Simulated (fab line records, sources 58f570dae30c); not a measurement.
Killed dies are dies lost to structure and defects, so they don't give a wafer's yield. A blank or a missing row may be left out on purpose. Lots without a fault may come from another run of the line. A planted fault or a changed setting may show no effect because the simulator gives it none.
Tool commonality check | flow berkeley_cmos170 | 15 lots, 45 wafers sampled

WHY IT WAS OPENED
At UCB170_M3_OVL_MEAS_16 the reading M3_OVL is flagged on 3 of 15 lots. Wafers without a fault read 1 nm, standard deviation 5.1.
Rule: a lot is flagged when every wafer of it that has a number lies more than 4 standard deviations from that mean, or none has a number. The other lots count as sound.

lot  | measured     | on         | M3_OVL (nm), wafer by wafer | flag
L643 | day 9 16:20  | overlay-02 | 12 5 8                      |
L644 | day 9 21:07  | overlay-02 | 6 -1 2                      |
L645 | day 9 21:40  | overlay-02 | -5 3 -1                     |
L647 | day 10 18:52 | overlay-02 | -7 -1 -5                    |
L649 | day 10 22:53 | overlay-02 | -1 -2 2                     |
L646 | day 10 23:26 | overlay-01 | -2 1 -1                     |
L648 | day 10 23:30 | overlay-02 | 1 -6 4                      |
L651 | day 11 08:01 | overlay-01 | 2 6 5                       |
L653 | day 11 17:54 | overlay-02 | 0 1 6                       |
L652 | day 11 20:28 | overlay-02 | 6 8 5                       |
L656 | day 12 22:49 | overlay-01 | -3 -3 -2                    |
L657 | day 13 09:26 | overlay-01 | 4 8 4                       |
L658 | day 13 13:19 | overlay-02 | 146 152 143                 | FLAGGED
L661 | day 14 02:43 | overlay-01 | 160 152 161                 | FLAGGED
L662 | day 14 02:59 | overlay-01 | 145 142 145                 | FLAGGED
The numbers of the flagged lots are 150 nm on average: +149 nm against the usual, or +29 standard deviations.

WHICH TOOL RAN EACH LOT
The record holds 1 process step before the reading, out of a route of 331 steps. In each cell: the tool, then ch and the chambers that the sampled wafers went through, then the start.
lot  | flag    | UCB170_M3_EXPOSE_12
L643 |         | krf_scanner-01 ch 0, day 9 15:29
L644 |         | krf_scanner-02 ch 0, day 9 20:37
L645 |         | krf_scanner-01 ch 0, day 9 20:56
L647 |         | krf_scanner-02 ch 0, day 10 18:14
L649 |         | krf_scanner-02 ch 0, day 10 21:52
L646 |         | krf_scanner-01 ch 0, day 10 22:22
L648 |         | krf_scanner-01 ch 0, day 10 22:28
L651 |         | krf_scanner-01 ch 0, day 11 07:30
L653 |         | krf_scanner-01 ch 0, day 11 16:53
L652 |         | krf_scanner-01 ch 0, day 11 19:37
L656 |         | krf_scanner-02 ch 0, day 12 22:21
L657 |         | krf_scanner-01 ch 0, day 13 08:57
L658 | FLAGGED | krf_scanner-02 ch 0, day 13 12:49
L661 | FLAGGED | krf_scanner-02 ch 0, day 14 01:49
L662 | FLAGGED | krf_scanner-02 ch 0, day 14 02:17
What these steps do:
- UCB170_M3_EXPOSE_12: exposes mask METAL3, target cd 700 nm.
- UCB170_M3_OVL_MEAS_16

FLAGGED OVER TOTAL, TOOL BY TOOL (the gauges that took the reading come last)
step                  | tool           | lots run | flagged | share of the flagged lots | sound lots run after its first flagged lot
UCB170_M3_EXPOSE_12   | krf_scanner-01 | 8        | 0       | none                      | -
UCB170_M3_EXPOSE_12   | krf_scanner-02 | 7        | 3       | all                       | 0
UCB170_M3_OVL_MEAS_16 | overlay-01     | 6        | 2       | some                      | 0
UCB170_M3_OVL_MEAS_16 | overlay-02     | 9        | 1       | some                      | 0

WHAT THE TABLE ALLOWS
1 row of the table ran every flagged lot: krf_scanner-02 at UCB170_M3_EXPOSE_12.
- krf_scanner-02 at UCB170_M3_EXPOSE_12: 3 of its 7 lots flagged. Its last sound lot is L656 (day 12 22:21), its first flagged lot L658 (day 13 12:49): a fault that began between those two fits.
One tool is left: krf_scanner-02 at UCB170_M3_EXPOSE_12.

WHAT THE SIMULATOR HAD PUT IN
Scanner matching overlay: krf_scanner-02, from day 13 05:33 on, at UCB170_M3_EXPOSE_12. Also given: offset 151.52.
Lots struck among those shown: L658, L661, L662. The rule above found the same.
